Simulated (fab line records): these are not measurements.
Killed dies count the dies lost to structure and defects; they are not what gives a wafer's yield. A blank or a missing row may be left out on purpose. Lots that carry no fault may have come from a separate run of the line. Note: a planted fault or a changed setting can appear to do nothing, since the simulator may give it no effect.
fab line records	flow berkeleyCmos170
record: lots: 14	wafers: 42	lastDay: 13
route steps=331 shown ACTIVE@75 PVT@121 GATE@131
lots with no fault: from the same line, run without faults
startH: start of the lot's first displayed wafer, in hours after the record's first day	waitH: hours since the lot's step before	" the same as in the row above	L1.1+2: one row covering several wafers at once	- value missing, or start not given	* or withheld: withheld	< > ~ a bound
route shown NAME@n: names a module that has steps shown in the file, with the first one's number in the route	usual: average and standard deviation across the fault-free wafers	same: alike in all rows	chamber/n: place in a boat	sites: per-site readings	_std_site: the values' standard deviation	_edge_site: inner sites' mean taken away from outer sites' mean	radiusMm: how far each site lies from the wafer's centre	mask NAME#n: copy n	behind: the tool/chamber that last shaped the wafer	hold: why the lot was held/for how many hours/how that ended	device: whichever transistor did not switch (one of n, p or np)	end of line: tests of these same wafers at the route's end	a step with no rows: only its recipe	killed: dies lost to structure and defects at the first sort, not the wafer's yield	map: the dies of a wafer, with x for killed, . for not killed, _ for no die there
set.NAME: the setting that was run; set.NAME@STEP: the one run at that earlier step	model.NAME: the simulator's own value behind a step, which no gauge read
route steps across a sampled set of lots; one table per step, one row per wafer
services: the hour from which a tool's chamber was out of use, counted from the record's first day as startH (under 0 if before that day), plus the number of hours and why
== steps ==
step: UCB170_ACTIVE_ETCH_15
recipe: chemistry: CH3F/Ar/O2	target: Si3N4	stopOn: SiO2	CH3F_flow_sccm: 20	Ar_flow_sccm: 50	O2_flow_sccm: 7	pressureMtorr: 50	rfW: 450	targetDepthA: 2420	overEtchFrac: 0.1	timeS: 151
usual: CH3F_flow_sccm: 20.00/0.054	drypumpMotorCurrentA: 5.9/0.42	oesProductAu: 0.940/0.0093	throttleValvePct: 8.08/0.12
lot.wafer	tool	chamber	startH	waitH	CH3F_flow_sccm	drypumpMotorCurrentA	oesProductAu	rfHoursCounterH	throttleValvePct
L244.1	rieDiel-04	1	79.28	0.0	19.87	5.7	0.941	13	8.20
L244.2	"	2	"	"	19.96	6.0	0.939	134	8.28
L244.3	"	3	"	"	19.99	6.3	0.962	47	8.23
L245.1	rieDiel-02	3	84.99	0.0	19.93	6.0	0.942	82	7.91
L245.3	"	0	"	"	20.07	6.3	0.933	140	7.96
L245.5	"	3	"	"	19.98	6.0	0.947	-	7.94
L247.3	rieDiel-03	0	92.65	0.0	19.94	6.2	0.938	153	8.06
L247.4	"	2	"	"	19.96	5.8	0.941	83	8.06
L247.6	"	0	"	"	19.98	6.2	0.939	-	8.06
L251.1	rieDiel-03	1	114.89	0.0	20.09	5.6	0.942	70	8.18
L251.3	"	2	"	"	20.04	5.8	0.932	84	8.06
L251.5	"	3	"	"	20.04	5.4	0.925	-	7.94
L253.4	rieDiel-03	1	130.16	0.0	19.93	5.6	0.953	71	8.19
L253.5	"	3	"	"	19.96	5.4	0.949	-	7.94
L253.6	"	0	"	"	20.02	6.2	0.947	-	8.04
L254.1	rieDiel-02	2	137.19	0.0	19.98	6.7	0.949	49	7.98
L254.2	"	0	"	"	19.98	6.3	0.925	143	7.96
L254.3	"	3	"	"	19.96	6.0	0.925	85	7.93
L257.1	rieDiel-04	2	145.38	0.0	19.97	6.0	0.947	135	8.29
L257.2	"	1	"	"	19.97	5.6	0.942	15	8.20
L257.4	"	0	"	"	20.01	6.0	0.940	43	8.23
L256.2	rieDiel-02	2	146.11	0.0	19.95	6.6	0.950	50	8.01
L256.4	"	1	"	"	20.05	5.2	0.953	6	8.11
L256.6	"	2	"	"	20.04	6.7	0.943	-	7.98
L259.1	rieDiel-04	2	158.07	0.0	19.94	6.0	0.925	136	8.30
L259.4	"	0	"	"	19.98	5.9	0.936	44	8.23
L259.5	"	0	"	"	20.00	5.9	0.923	-	8.21
L261.3	rieDiel-04	3	165.54	0.0	20.03	6.4	0.956	50	8.22
L261.5	"	1	"	"	20.03	5.7	0.937	-	8.19
L261.6	"	3	"	"	20.04	6.3	0.941	-	8.23
L262.2	rieDiel-03	0	171.51	0.0	20.08	6.2	0.951	0	8.06
L262.4	"	3	"	"	19.97	5.4	0.945	14	7.95
L262.6	"	1	"	"	20.10	5.6	0.945	-	8.17
L263.2	rieDiel-02	0	180.05	0.0	20.05	6.3	0.929	145	7.96
L263.3	"	3	"	"	19.97	5.9	0.938	87	7.92
L263.5	"	1	"	"	19.96	5.2	0.943	-	8.12
L264.1	rieDiel-03	1	180.29	0.0	19.94	5.6	0.928	73	8.17
L264.5	"	0	"	"	20.00	6.2	0.949	-	8.06
L264.6	"	1	"	"	19.98	5.6	0.940	-	8.18
L266.3	rieDiel-04	2	199.68	0.0	19.96	6.0	0.945	138	8.29
L266.4	"	1	"	"	20.10	5.6	0.945	17	8.22
L266.5	"	1	"	"	20.07	5.6	0.943	-	8.19
step: UCB170_PVT_OVL_MEAS_06
usual: PVT_OVL: 0/5.3
lot.wafer	tool	chamber	startH	waitH	PVT_OVL[nm]
L244.1	overlay-01	-	108.66	-	-5
L244.2	"	-	"	"	-7
L244.3	"	-	"	"	-11
L245.1	overlay-02	-	117.79	-	8
L245.3	"	-	"	"	8
L245.5	"	-	"	"	2
L247.3	overlay-01	-	130.49	-	-1
L247.4	"	-	"	"	-2
L247.6	"	-	"	"	-4
L251.1	overlay-02	-	153.09	-	4
L251.3	"	-	"	"	-4
L251.5	"	-	"	"	-2
L253.4	overlay-01	-	161.24	-	9
L253.5	"	-	"	"	1
L253.6	"	-	"	"	16
L254.1	overlay-02	-	166.34	-	-1
L254.2	"	-	"	"	-2
L254.3	"	-	"	"	2
L257.1	overlay-02	-	178.41	-	8
L257.2	"	-	"	"	-4
L257.4	"	-	"	"	5
L256.2	overlay-02	-	179.01	-	4
L256.4	"	-	"	"	2
L256.6	"	-	"	"	0
L259.1	overlay-01	-	188.87	-	2
L259.4	"	-	"	"	4
L259.5	"	-	"	"	-1
L261.3	overlay-01	-	200.23	-	-3
L261.5	"	-	"	"	-8
L261.6	"	-	"	"	10
L262.2	overlay-01	-	208.42	-	-12
L262.4	"	-	"	"	-2
L262.6	"	-	"	"	0
L264.1	overlay-02	-	219.94	-	7
L264.5	"	-	"	"	4
L264.6	"	-	"	"	3
L263.2	overlay-01	-	220.27	-	-7
L263.3	"	-	"	"	-4
L263.5	"	-	"	"	-6
L266.3	overlay-02	-	237.82	-	1
L266.4	"	-	"	"	1
L266.5	"	-	"	"	0
step: UCB170_PVT_IMPLANT_07
recipe: species: P	doseCm2: 2e+12	energyKev: 30	tiltDeg: 7
usual: beamOnS: 10.01/0.18	faradayCurrentUA: 6.34/0.11
lot.wafer	tool	chamber	startH	waitH	beamOnS	faradayCurrentUA
L244.1	implanter-02	0	108.70	0.0	10.21	6.22
L244.2	"	0	"	"	10.11	6.27
L244.3	"	0	"	"	9.86	6.45
L245.1	implanter-04	0	117.83	0.0	9.87	6.41
L245.3	"	0	"	"	10.31	6.15
L245.5	"	0	"	"	10.27	6.20
L247.3	implanter-04	0	130.56	0.1	9.75	6.48
L247.4	"	0	"	"	9.78	6.51
L247.6	"	0	"	"	10.18	6.25
L251.1	implanter-03	0	153.13	0.0	10.35	6.10
L251.3	"	0	"	"	9.89	6.42
L251.5	"	0	"	"	10.02	6.32
L253.4	implanter-02	0	161.33	0.1	9.99	6.35
L253.5	"	0	"	"	9.96	6.36
L253.6	"	0	"	"	9.85	6.49
L254.1	implanter-04	0	166.38	0.0	7.80	8.16
L254.2	"	0	"	"	7.67	8.32
L254.3	"	0	"	"	7.76	8.15
L257.1	implanter-04	0	178.44	0.0	7.76	8.17
L257.2	"	0	"	"	7.64	8.26
L257.4	"	0	"	"	7.84	8.06
L256.2	implanter-03	0	179.07	0.0	9.86	6.41
L256.4	"	0	"	"	10.16	6.23
L256.6	"	0	"	"	10.03	6.36
L259.1	implanter-02	0	188.90	0.0	10.07	6.30
L259.4	"	0	"	"	10.18	6.21
L259.5	"	0	"	"	9.92	6.43
L261.3	implanter-03	0	200.31	0.1	9.92	6.41
L261.5	"	0	"	"	10.01	6.32
L261.6	"	0	"	"	9.51	6.66
L262.2	implanter-02	0	208.48	0.0	10.13	6.24
L262.4	"	0	"	"	10.31	6.17
L262.6	"	0	"	"	10.02	6.32
L264.1	implanter-02	0	219.98	0.0	9.94	6.37
L264.5	"	0	"	"	10.28	6.17
L264.6	"	0	"	"	10.03	6.33
L263.2	implanter-03	0	220.33	0.0	9.98	6.35
L263.3	"	0	"	"	10.35	6.16
L263.5	"	0	"	"	10.29	6.20
L266.3	implanter-02	0	237.89	0.1	10.05	6.30
L266.4	"	0	"	"	10.03	6.33
L266.5	"	0	"	"	10.16	6.25
step: UCB170_PVT_TW_MEAS_09
usual: PVT_TW: 509/5.6
lot.wafer	tool	chamber	startH	waitH	PVT_TW
L244.1	filmMetro-01	-	108.95	0.1	496
L244.2	"	-	"	"	498
L244.3	"	-	"	"	499
L245.1	filmMetro-01	-	118.08	0.1	498
L245.3	"	-	"	"	501
L245.5	"	-	"	"	500
L247.3	filmMetro-04	-	130.78	0.1	511
L247.4	"	-	"	"	511
L247.6	"	-	"	"	511
L251.1	filmMetro-02	-	153.38	0.1	516
L251.3	"	-	"	"	514
L251.5	"	-	"	"	514
L253.4	filmMetro-04	-	161.54	0.1	510
L253.5	"	-	"	"	507
L253.6	"	-	"	"	508
L254.1	filmMetro-01	-	166.63	0.1	464
L254.2	"	-	"	"	461
L254.3	"	-	"	"	464
L257.1	filmMetro-04	-	178.69	0.1	469
L257.2	"	-	"	"	471
L257.4	"	-	"	"	473
L256.2	filmMetro-02	-	179.30	0.1	515
L256.4	"	-	"	"	514
L256.6	"	-	"	"	515
L259.1	filmMetro-02	-	189.15	0.1	515
L259.4	"	-	"	"	514
L259.5	"	-	"	"	514
L261.3	filmMetro-02	-	200.53	0.1	510
L261.5	"	-	"	"	515
L261.6	"	-	"	"	514
L262.2	filmMetro-04	-	208.71	0.1	510
L262.4	"	-	"	"	510
L262.6	"	-	"	"	509
L264.1	filmMetro-02	-	220.23	0.1	508
L264.5	"	-	"	"	508
L264.6	"	-	"	"	510
L263.2	filmMetro-02	-	220.56	0.1	507
L263.3	"	-	"	"	508
L263.5	"	-	"	"	506
L266.3	filmMetro-01	-	238.11	0.1	504
L266.4	"	-	"	"	501
L266.5	"	-	"	"	499
step: UCB170_GATE_THK_MEAS_05
recipe: reads: poly-Si_of_GATE_CVD_04
usual: GATE_POLY_THK: 214.5/2.1
lot.wafer	tool	chamber	startH	waitH	GATE_POLY_THK[nm]
L244.1	filmMetro-02	-	117.58	0.0	214.9
L244.2	"	-	"	"	214.7
L244.3	"	-	"	"	215.7
L245.1	filmMetro-04	-	130.38	0.0	211.5
L245.3	"	-	"	"	211.9
L245.5	"	-	"	"	211.8
L247.3	filmMetro-02	-	142.30	0.0	215.5
L247.4	"	-	"	"	217.3
L247.6	"	-	"	"	215.8
L251.1	filmMetro-02	-	166.92	0.0	214.2
L251.3	"	-	"	"	216.7
L251.5	"	-	"	"	215.0
L253.4	filmMetro-04	-	171.47	0.0	216.4
L253.5	"	-	"	"	217.1
L253.6	"	-	"	"	216.3
L254.1	filmMetro-03	-	175.61	0.0	210.7
L254.2	"	-	"	"	211.7
L254.3	"	-	"	"	211.1
L257.1	filmMetro-02	-	192.32	0.0	209.4
L257.2	"	-	"	"	211.2
L257.4	"	-	"	"	210.9
L256.2	filmMetro-04	-	192.33	0.0	213.7
L256.4	"	-	"	"	215.7
L256.6	"	-	"	"	214.4
L259.1	filmMetro-03	-	203.08	0.0	213.3
L259.4	"	-	"	"	213.7
L259.5	"	-	"	"	213.2
L261.3	filmMetro-03	-	215.93	0.0	214.2
L261.5	"	-	"	"	214.1
L261.6	"	-	"	"	215.7
L262.2	filmMetro-02	-	225.26	0.0	219.9
L262.4	"	-	"	"	217.1
L262.6	"	-	"	"	217.5
L263.2	filmMetro-03	-	231.38	0.0	211.2
L263.3	"	-	"	"	212.0
L263.5	"	-	"	"	210.9
L264.1	filmMetro-02	-	231.41	0.0	216.0
L264.5	"	-	"	"	217.9
L264.6	"	-	"	"	214.9
L266.3	filmMetro-02	-	250.87	0.0	216.2
L266.4	"	-	"	"	217.5
L266.5	"	-	"	"	216.2
== services ==
tool	chamber	startH	hours	kind
rieDiel-03	2	65.71	9.4	repair
rieDiel-02	0	72.72	9.5	repair
rieDiel-04	2	81.85	17.5	repair
implanter-04	-	91.40	5.1	pm
rieDiel-04	-	99.52	28.1	pm
rieDiel-02	2	101.59	4.0	repair
rieDiel-03	2	118.40	7.2	repair
implanter-02	-	147.00	0.8	repair
rieDiel-03	0	147.03	-	clean
rieDiel-03	0	147.03	20.4	scheduledDown
rieDiel-03	0	147.03	20.4	ventCycle
implanter-04	-	150.84	2.9	repair
rieDiel-03	3	154.94	2.8	repair
rieDiel-04	2	162.04	7.4	repair
implanter-02	-	164.72	18.6	repair
rieDiel-02	-	184.79	0.3	repair
rieDiel-02	0	193.69	-	clean
rieDiel-04	-	198.78	0.8	repair
rieDiel-03	1	212.57	9.3	repair
rieDiel-02	2	225.12	16.6	repair
rieDiel-04	2	232.66	-	clean
rieDiel-04	2	232.66	13.5	scheduledDown
rieDiel-04	2	232.66	13.5	ventCycle
rieDiel-03	1	234.97	16.4	repair
== key ==
firstSign: step: UCB170_PVT_IMPLANT_07	reading: faradayCurrentUA	direction: up	sigmas: 16	usual: 6.34	struck: 8.19
effect: step: UCB170_PVT_IMPLANT_07	reading: beamOnS	direction: down	sigmas: 12	usual: 10.01	struck: 7.74
effect: step: UCB170_PVT_TW_MEAS_09	reading: PVT_TW	direction: down	sigmas: 7.5	usual: 509	struck: 467
metAt UCB170_PVT_IMPLANT_07
struckLots L254,L257
testerLeftOut L254,L257
notActingAt UCB170_ACTIVE_ETCH_15,UCB170_PVT_OVL_MEAS_06,UCB170_GATE_THK_MEAS_05
onsetBetween 130.56 166.38
fault: kind: processParameterDrift	tool: implanter-04	chamber: -	onsetH: 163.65	steps: UCB170_PVT_IMPLANT_07	channel: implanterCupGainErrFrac	offset: 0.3	shape: step	endH: 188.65
testerLeftOut: of these lots the tester's yield and bins aren't shown, on N5 and GAA mostly nor the transistor test; their killed dies are dies lost to structure and defects alone, not to doping, threshold or leakage, so they don't give the yield
